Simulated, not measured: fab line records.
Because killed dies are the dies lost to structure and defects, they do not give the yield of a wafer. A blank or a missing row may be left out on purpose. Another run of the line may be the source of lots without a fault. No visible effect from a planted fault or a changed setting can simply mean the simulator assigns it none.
Problem report in the 8D (eight disciplines) form, filled by code / flow ritCmos / the parts of the form that need people (team, actions taken, sign-off) are left out

1. PROBLEM STATEMENT
Mean M1_AL_RS at RIT_M1_RS_MEAS_01: 0.0560 ohm/sq over 6 wafers in 2 lots; fault-free wafers: 0.0733 ohm/sq, standard deviation 0.0008. That is -22 standard deviations from the usual mean.
The step: measures by four-point-probe.
The first sign was on wafer L358.1 at day 5 12:53, on filmMetro-03. Wafers with a number at this step in the record: 39, from 13 lots. By rule, "out" or "out of limits" means more than 4 standard deviations away from the usual mean. The other wafers with a number count as sound.

2. WHAT IT IS; WHAT IT IS NOT
question=which readings at this step | is=M1_AL_RS | is not=-
question=which lots | is=L358, L360 | is not=L347, L348, L350, L351, L352, L353, L354, L355, L367, L369, L370
question=which wafers of those lots | is=all that have a number | is not=-
question=read on which gauges | is=filmMetro-03 | is not=filmMetro-01, filmMetro-02
question=when | is=from day 5 12:53 | is not=up to then (24 sound wafers); but 9 sound wafers of L367, L369, L370 came after

3. THE SUSPECTS, EACH WITH WHAT RULES IT OUT
Counting: any tool at a process step up to the reading is kept as a suspect provided that every lot that is out went through it and no sound lot did after the first of them.
- ruled out: the gauge at RIT_M1_RS_MEAS_01. All the wafers that are out were read on filmMetro-03, but those of them that RIT_M1_METAL_ETCH_12 has rows for are out there too, on other tools.
- pvdSputter-04 at RIT_M1_SPUTTER_00 (material Al, target thk 400 nm, time 500 s): kept. Every lot that is out went through it, starting with L358 (day 5 12:36), and after that it ran no sound lot; the last sound lot it ran before then is L354 (day 4 17:27).
Left after counting: pvdSputter-04 at RIT_M1_SPUTTER_00.

4. THE CAUSE (what the simulator had put in)
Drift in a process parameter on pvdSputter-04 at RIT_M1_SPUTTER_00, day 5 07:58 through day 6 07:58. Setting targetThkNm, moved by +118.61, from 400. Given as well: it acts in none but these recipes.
Counting left only this tool.

5. SEQUENCE OF EFFECTS, ordered by route
Rows list readings where the struck wafers' mean (over those with a number) sits beyond 3 standard deviations from the usual. Scope: only readings with a usual standard deviation given in the record; hours: median across lots of the time from each lot's start at the first step in this table that gives one to its start at this step; sigmas: change in usual standard deviations.
hours=0; step=RIT_M1_RS_MEAS_01; reading=M1_AL_RS; usual=0.0733 ohm/sq; on struck wafers=0.0560; change=-0.0173; sigmas=-22
hours=0; step=RIT_M1_THK_MEAS_02; reading=M1_AL_THK; usual=402 nm; on struck wafers=524; change=+122; sigmas=+26
hours=1; step=RIT_M1_METAL_ETCH_12; reading=oesProductAu; usual=0.768 a.u.; on struck wafers=0.884; change=+0.116; sigmas=+9.7
It contains these process steps:
- RIT_M1_METAL_ETCH_12: etches Al in Cl2/BCl3, stops on SiO2, time 165 s, target depth 600 nm.

6. HOW IT WOULD HAVE BEEN CAUGHT EARLIER
Counted from the fault's start at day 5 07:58, it took 5 hours until the first out-of-limits reading at a measuring or inspecting step in this record, taken at day 5 12:53.
An alarm limit of 4 standard deviations would not have fired on the tool readings at RIT_M1_SPUTTER_00 for which the record gives a usual standard deviation, since none of them was out on any struck wafer.
Of the lots that are out (2), L360 began RIT_M1_SPUTTER_00 on pvdSputter-04 after day 5 12:53. Holding the tool at that time would have saved it.
